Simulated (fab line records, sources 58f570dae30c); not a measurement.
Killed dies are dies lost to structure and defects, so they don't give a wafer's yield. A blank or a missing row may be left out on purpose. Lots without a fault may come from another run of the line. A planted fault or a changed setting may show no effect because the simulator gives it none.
Problem report in the 8D (eight disciplines) form, filled by code | flow berkeley_cmos170 | the parts of the form that need people (team, actions taken, sign-off) are left out

1. THE PROBLEM
beam_energy_keV at UCB170_NLDD_IMPLANT_09 reads a mean of 30.965 on 6 wafers of 2 lots; wafers without a fault read 29.999 with a standard deviation of 0.0099. That is +98 standard deviations from the usual mean.
First seen on wafer L548.1, day 9 22:47, on implanter-03. The record holds 42 wafers of 14 lots with a number at this step. Rule for "out", or "out of limits": more than 4 standard deviations from the usual mean. The other wafers with a number count as sound.

2. WHAT IT IS AND WHAT IT IS NOT
question                    | is                     | is not
which readings at this step | beam_energy_keV        | -
which lots                  | L548, L551             | L538, L539, L541, L542, L543, L544, L553, L555, L556, L559, L560, L561
which wafers of those lots  | all that have a number | -
read on which tools         | implanter-03           | implanter-01, implanter-04
when                        | from day 9 22:47       | up to then (18 sound wafers); but 18 sound wafers of L553, L555, L556, L559, L560, L561 came after

3. SUSPECTS, AND WHAT RULES EACH OUT
Counting: a tool at a process step up to the reading stays a suspect if it ran every lot that is out and no sound lot after the first of them.
- implanter-03 at UCB170_NLDD_IMPLANT_09: ruled out as a lasting fault. Sound lots L560 ran on it after its first lot that is out, L548 (day 9 22:47).
Left after counting: nothing in the record.

4. THE CAUSE (what the simulator had put in)
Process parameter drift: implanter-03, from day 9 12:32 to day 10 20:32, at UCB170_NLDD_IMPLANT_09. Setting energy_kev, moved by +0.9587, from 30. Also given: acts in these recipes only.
Counting ruled it out, wrongly.

5. THE CHAIN OF EFFECTS, in route order
Each row: a reading whose mean over the struck wafers that have a number lies more than 3 standard deviations from the usual. Only readings for which the record gives a usual standard deviation are gone through. hours: the time from each lot's start at the first step in this table that gives one to its start at this step, as a median over the lots. sigmas: the change in usual standard deviations.
hours | step                   | reading         | usual  | on struck wafers | change | sigmas
0     | UCB170_NLDD_IMPLANT_09 | beam_energy_keV | 29.999 | 30.965           | +0.966 | +98
The process steps in it:
- UCB170_NLDD_IMPLANT_09

6. WHAT WOULD HAVE CAUGHT IT SOONER
In this record the first reading out of limits was taken at day 9 22:47, 10 hours after the fault began at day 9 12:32.
